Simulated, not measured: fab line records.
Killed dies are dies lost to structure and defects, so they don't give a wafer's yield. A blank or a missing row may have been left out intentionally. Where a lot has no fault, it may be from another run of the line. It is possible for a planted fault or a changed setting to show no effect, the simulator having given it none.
A struck lot beside a sound one	flow berkeley_cmos170	16 steps out of a route of 331
Sound: wafers L754.1, L754.3, L754.5. Struck: wafers L743.1, L743.4, L743.6. The cause is given at the end.
Each step with rows lists, per side, the tool, then ch with its chambers, then its first start. Under that, the readings that differ: sound wafers	struck wafers	difference of the means	sigmas: that difference in standard deviations of wafers without a fault.
alike: readings with means less than 2 such deviations apart, plus words and numbers identical on both sides. not compared: withheld readings, readings lacking a value on some wafer, bounds such as >300 that could conceal the same value, and numbers that have no deviation in the record and whose values overlap.
The two part at a step that has a row with sigmas, a row that says differs or no value, or rows on one side only. Non-overlapping numbers with no deviation appear without sigmas and do not part them. Lack of a reading on every wafer of one side parts them only where that side has two or more wafers.

first, 1 step without rows for these wafers: UCB170_PLDD_DEVELOP_05 (develop time 45 s).
UCB170_PLDD_CD_MEAS_06 targets a cd of 1200 nm.
  struck on cd_sem-01, day 9 20:27; sound on cd_sem-01, day 12 15:24
  alike: cd_nm
UCB170_PLDD_OVL_MEAS_07:
  struck on overlay-01, day 9 20:34; sound on overlay-02, day 12 15:31
  alike: PLDD_OVL
then, 2 steps without rows for these wafers: UCB170_PLDD_IMPLANT_08; UCB170_PLDD_IMPLANT_09.
UCB170_PLDD_STRIP_10: strips in O2.
  sound on plasma_asher-04 ch 0,1, day 12 15:51; struck on plasma_asher-01 ch 1, day 9 20:55
  alike: drypump_motor_current_A, oes_product_au, strip_time_to_endpoint_s
  not compared: rf_hours_counter_h
UCB170_PLDD_TW_MEAS_11:
  struck on film_metro-02, day 9 21:01; sound on film_metro-03, day 12 15:57
  alike: PLDD_TW
then, 5 steps without rows for these wafers: UCB170_PLDD_CLEAN_12 (cleans in SPM, time 600 s); UCB170_NLDD_HMDS_00 (prime time 60 s); UCB170_NLDD_COAT_01 (resist thk 907.7 nm); UCB170_NLDD_SOFTBAKE_02 (time 60 s); UCB170_NLDD_EXPOSE_03 (exposes mask NSELECT, target cd 1200 nm).
UCB170_NLDD_PEB_04:
  sound on litho_track-03 ch 0, day 12 19:08; struck on litho_track-03 ch 0, day 9 21:50
reading	sound	struck	difference	sigmas
heater_power_total_W (W)	56.78 56.76 56.82	49.75 49.72 49.77	-7.04	-99 or more
plate_temp_C (C)	129.85 130.03 129.88	117.87 117.72 117.35	-12.27	-88
then, 1 step without rows for these wafers: UCB170_NLDD_DEVELOP_05 (develop time 45 s).
UCB170_NLDD_CD_MEAS_06 targets a cd of 1200 nm.
  struck on cd_sem-01, day 9 23:11; sound on cd_sem-01, day 12 19:25
reading	sound	struck	difference	sigmas
cd_nm (nm)	1199.1 1198.9 1198.9	1076.7 1077.5 1078.4	-121.4	-93
  not compared: hold
UCB170_M3_PROBE_99:
  the record holds rows for the sound wafers here (prober-01, day 14 12:41) but none for the struck ones

WHERE THEY PART
At UCB170_NLDD_PEB_04 first; at UCB170_M3_PROBE_99 last (within this record only).

WHY: the cause the simulator had injected
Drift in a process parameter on litho_track-03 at UCB170_NLDD_PEB_04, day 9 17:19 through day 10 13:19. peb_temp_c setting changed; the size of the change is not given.
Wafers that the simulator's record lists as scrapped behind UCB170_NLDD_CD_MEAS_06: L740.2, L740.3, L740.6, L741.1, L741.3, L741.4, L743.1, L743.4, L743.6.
